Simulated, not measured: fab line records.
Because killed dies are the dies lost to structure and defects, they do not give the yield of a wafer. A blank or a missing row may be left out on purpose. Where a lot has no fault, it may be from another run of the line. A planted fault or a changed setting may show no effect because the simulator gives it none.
Lot-split experiment	flow berkeleyCmos170	on a route of 331 steps: 5 lots, 23 wafers read

== THE SPLIT ==
At UCB170_M1_SPUTTER_00 (material Al, target thk 600 nm, time 80 s), the setting timeS was moved away from the recipe's 80 s on 9 of the 23 wafers read, by -12.0% to +14.0%. For the rest of the wafers, this setting stayed at what the recipe calls for.

== FROM SPLIT TO READING: 1 step shown by the file between the two ==
- UCB170_M1_RS_MEAS_01: measures by four-point-probe

== THE READING ==
M1_AL_THK, in nm, at UCB170_M1_THK_MEAS_02 (measures by xrf). A value of 598 nm with a standard deviation of 5.8 nm is what fault-free wafers of this fab line usually give.

wafer	tool, chamber at the split	timeS as run, s	against the recipe	M1_AL_THK, nm	against lot-mates on the recipe
L075.1	pvdSputter-02, -	80	recipe	606	-
L075.4	pvdSputter-02, -	80	recipe	597	-
L075.5	pvdSputter-02, -	80	recipe	601	-
L074.1	pvdSputter-02, -	80	recipe	602	-
L074.2	pvdSputter-02, -	80	recipe	602	-
L074.3	pvdSputter-02, -	70.44	-12.0%	525	-77
L074.4	pvdSputter-02, -	70.44	-12.0%	533	-69
L074.6	pvdSputter-02, -	70.44	-12.0%	534	-68
L077.1	pvdSputter-03, -	85.81	+7.3%	631	+46
L077.2	pvdSputter-03, -	80	recipe	583	-
L077.4	pvdSputter-03, -	80	recipe	588	-
L077.5	pvdSputter-03, -	85.81	+7.3%	632	+46
L077.6	pvdSputter-03, -	85.81	+7.3%	630	+44
L080.1	pvdSputter-03, -	80	recipe	605	-
L080.2	pvdSputter-03, -	80	recipe	604	-
L080.3	pvdSputter-03, -	80	recipe	599	-
L080.4	pvdSputter-03, -	80	recipe	602	-
L080.5	pvdSputter-03, -	80	recipe	601	-
L083.1	pvdSputter-03, -	80	recipe	599	-
L083.2	pvdSputter-03, -	80	recipe	604	-
L083.4	pvdSputter-03, -	91.22	+14.0%	668	+66
L083.5	pvdSputter-03, -	91.22	+14.0%	679	+78
L083.6	pvdSputter-03, -	91.22	+14.0%	678	+76

THE FIT
A straight line over all 23 wafers: M1_AL_THK changes by +5.42 nm for each +1% of timeS; r = +0.99; the points scatter about the line by 6.4 nm.
The same after taking each lot's own level away (the mean of its wafers on the recipe; 23 wafers): +5.66 nm for each +1%; r = +0.99; scatter 4.4 nm.
Per that fit: largest timeS move, reading shift of 79 nm.
The span of the lots' own levels, 585.5 to 602.2 nm, comes to 2.9 times the standard deviation stated above.
Hence the lot-to-lot level has little effect on the slope; both slopes agree.
Check: with one of the wafers moved furthest among these (+14.0%) left out of the fit, the line predicts +81.5 nm for it against its lot-mates. Against them it came out at +66.5 nm.

== OTHER SPLITS APPLIED TO THESE WAFERS ==
Before the reading, these wafers also passed through other splits. Each is held against what the fit with the lots' levels taken away leaves over:
other split on the same wafers	wafers away from the commonest value	r with M1_AL_THK (lot level and that fit taken away)
UCB170_NWELL_CVD_04 pressureMtorr	15	-0.09
UCB170_NWELL_PEB_10 pebTempC	12	+0.11
UCB170_WELLDRIVE_OXIDATION_01 oxTimeS	18	+0.22
UCB170_ACTIVE_CVD_05 timeS	15	+0.41
UCB170_GATE_CVD_04 pressureMtorr	10	+0.30
UCB170_NLDD_COAT_01 resistThkNm	10	-0.26
UCB170_PSD_COAT_01 spinRpm	8	+0.04
UCB170_NSD_COAT_01 spinRpm	9	-0.07
UCB170_NSD_IMPLANT_08 energyKev	3	+0.20

== THE WHOLE CHAIN: every reading that the file lists as answering this split, in the file's order ==
step	what it does	reading	change (the file's fit)	r (the file's)
UCB170_M1_SPUTTER_00	material Al, target thk 600 nm, time 80 s	Al_of_M1_SPUTTER_00.thkNm (the simulator's own value, which no gauge read)	+5.73 nm for each +1% of the setting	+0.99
UCB170_M1_RS_MEAS_01	measures by four-point-probe	M1_AL_RS	-0.00046 for each +1% of the setting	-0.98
UCB170_M1_THK_MEAS_02	measures by xrf	M1_AL_THK	+5.65 for each +1% of the setting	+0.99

== FILE'S OWN FIT ==
M1_AL_THK changes by +5.65 nm for each +1% of timeS, r = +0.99.
